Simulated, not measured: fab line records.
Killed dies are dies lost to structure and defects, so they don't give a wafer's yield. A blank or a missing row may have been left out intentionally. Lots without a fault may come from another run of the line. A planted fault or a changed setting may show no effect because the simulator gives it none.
Split-lot experiment / flow rit_cmos / 23 wafers read across 5 lots, on a route 202 steps long

== ABOUT THE SPLIT ==
At RIT_NWELL_IMPLANT_08, the setting energy_kev was moved away from the recipe's 170 on 10 of the 23 wafers read, by +2.0% to +5.5%. The other wafers ran this setting at the recipe's value.

The reading is taken at the split's own step.

== THE READING ==
The simulator's own value implant.drp_nm, read by no gauge, in nm at RIT_NWELL_IMPLANT_08. The file does not state a usual value for it.

wafer=L074.2; tool, chamber at the split=implanter-04, 0; energy_kev as run=170; against the recipe=recipe; implant.drp_nm, nm=68.82; against lot-mates on the recipe=-
wafer=L074.3; tool, chamber at the split=implanter-04, 0; energy_kev as run=170; against the recipe=recipe; implant.drp_nm, nm=68.82; against lot-mates on the recipe=-
wafer=L074.6; tool, chamber at the split=implanter-04, 0; energy_kev as run=170; against the recipe=recipe; implant.drp_nm, nm=68.82; against lot-mates on the recipe=-
wafer=L075.1; tool, chamber at the split=implanter-01, 0; energy_kev as run=176.5; against the recipe=+3.8%; implant.drp_nm, nm=70.79; against lot-mates on the recipe=+1.97
wafer=L075.3; tool, chamber at the split=implanter-01, 0; energy_kev as run=176.5; against the recipe=+3.8%; implant.drp_nm, nm=70.79; against lot-mates on the recipe=+1.97
wafer=L075.5; tool, chamber at the split=implanter-01, 0; energy_kev as run=176.5; against the recipe=+3.8%; implant.drp_nm, nm=70.79; against lot-mates on the recipe=+1.97
wafer=L075.2; tool, chamber at the split=implanter-01, 0; energy_kev as run=170; against the recipe=recipe; implant.drp_nm, nm=68.82; against lot-mates on the recipe=-
wafer=L075.6; tool, chamber at the split=implanter-01, 0; energy_kev as run=170; against the recipe=recipe; implant.drp_nm, nm=68.82; against lot-mates on the recipe=-
wafer=L079.1; tool, chamber at the split=implanter-03, 0; energy_kev as run=173.4; against the recipe=+2.0%; implant.drp_nm, nm=69.85; against lot-mates on the recipe=+1.03
wafer=L079.2; tool, chamber at the split=implanter-03, 0; energy_kev as run=173.4; against the recipe=+2.0%; implant.drp_nm, nm=69.85; against lot-mates on the recipe=+1.03
wafer=L079.3; tool, chamber at the split=implanter-03, 0; energy_kev as run=173.4; against the recipe=+2.0%; implant.drp_nm, nm=69.85; against lot-mates on the recipe=+1.03
wafer=L079.5; tool, chamber at the split=implanter-03, 0; energy_kev as run=170; against the recipe=recipe; implant.drp_nm, nm=68.82; against lot-mates on the recipe=-
wafer=L079.6; tool, chamber at the split=implanter-03, 0; energy_kev as run=170; against the recipe=recipe; implant.drp_nm, nm=68.82; against lot-mates on the recipe=-
wafer=L083.1; tool, chamber at the split=implanter-04, 0; energy_kev as run=176.8; against the recipe=+4.0%; implant.drp_nm, nm=70.88; against lot-mates on the recipe=+2.06
wafer=L083.5; tool, chamber at the split=implanter-04, 0; energy_kev as run=176.8; against the recipe=+4.0%; implant.drp_nm, nm=70.88; against lot-mates on the recipe=+2.06
wafer=L083.2; tool, chamber at the split=implanter-04, 0; energy_kev as run=170; against the recipe=recipe; implant.drp_nm, nm=68.82; against lot-mates on the recipe=-
wafer=L083.3; tool, chamber at the split=implanter-04, 0; energy_kev as run=170; against the recipe=recipe; implant.drp_nm, nm=68.82; against lot-mates on the recipe=-
wafer=L083.6; tool, chamber at the split=implanter-04, 0; energy_kev as run=170; against the recipe=recipe; implant.drp_nm, nm=68.82; against lot-mates on the recipe=-
wafer=L084.1; tool, chamber at the split=implanter-03, 0; energy_kev as run=170; against the recipe=recipe; implant.drp_nm, nm=68.82; against lot-mates on the recipe=-
wafer=L084.3; tool, chamber at the split=implanter-03, 0; energy_kev as run=170; against the recipe=recipe; implant.drp_nm, nm=68.82; against lot-mates on the recipe=-
wafer=L084.4; tool, chamber at the split=implanter-03, 0; energy_kev as run=170; against the recipe=recipe; implant.drp_nm, nm=68.82; against lot-mates on the recipe=-
wafer=L084.2; tool, chamber at the split=implanter-03, 0; energy_kev as run=179.3; against the recipe=+5.5%; implant.drp_nm, nm=71.63; against lot-mates on the recipe=+2.81
wafer=L084.6; tool, chamber at the split=implanter-03, 0; energy_kev as run=179.3; against the recipe=+5.5%; implant.drp_nm, nm=71.63; against lot-mates on the recipe=+2.81

THE FIT
A straight line over all 23 wafers: implant.drp_nm changes by +0.514 nm for each +1% of energy_kev; r = +1.00; the points scatter about the line by 0.0019 nm.
The same after taking each lot's own level away (the mean of its wafers on the recipe; 23 wafers): +0.514 nm for each +1%; r = +1.00; scatter 0.0019 nm.
According to that fit, moving energy_kev by its largest amount changes the reading by 2.8 nm.
The lots' own levels span 68.820 to 68.820 nm.
So the lot-to-lot level changes the slope little: the two slopes agree.
Check: with one of the wafers moved furthest among these (+5.5%) left out of the fit, the line predicts +2.82 nm for it against its lot-mates. Against them it came out at +2.81 nm.

== OTHER SPLITS ON THESE WAFERS ==
Note: prior to the reading, these wafers also went through further splits. Each is held against what the fit with the lots' levels taken away leaves over:
other split on the same wafers=RIT_ACTIVE_OXIDATION_01 ox_time_s; wafers away from the commonest value=15; r with implant.drp_nm (lot level and that fit taken away)=+0.55
other split on the same wafers=RIT_ACTIVE_COAT_06 spin_rpm; wafers away from the commonest value=7; r with implant.drp_nm (lot level and that fit taken away)=-0.20
other split on the same wafers=RIT_NWELL_COAT_01 resist_thk_nm; wafers away from the commonest value=7; r with implant.drp_nm (lot level and that fit taken away)=+0.08

== THE WHOLE CHAIN: every reading that the file lists as answering this split, in the file's order ==
step=RIT_NWELL_IMPLANT_08; what it does=; reading=implant.rp_nm (the simulator's own value, which no gauge read); change (the file's fit)=+2.21 nm for each +1% of the setting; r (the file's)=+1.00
step=RIT_NWELL_IMPLANT_08; what it does=; reading=implant.drp_nm (the simulator's own value, which no gauge read); change (the file's fit)=+0.514 nm for each +1% of the setting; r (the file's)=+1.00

== THE FILE'S OWN FIT ==
implant.drp_nm changes by +0.514 nm for each +1% of energy_kev, r = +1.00.
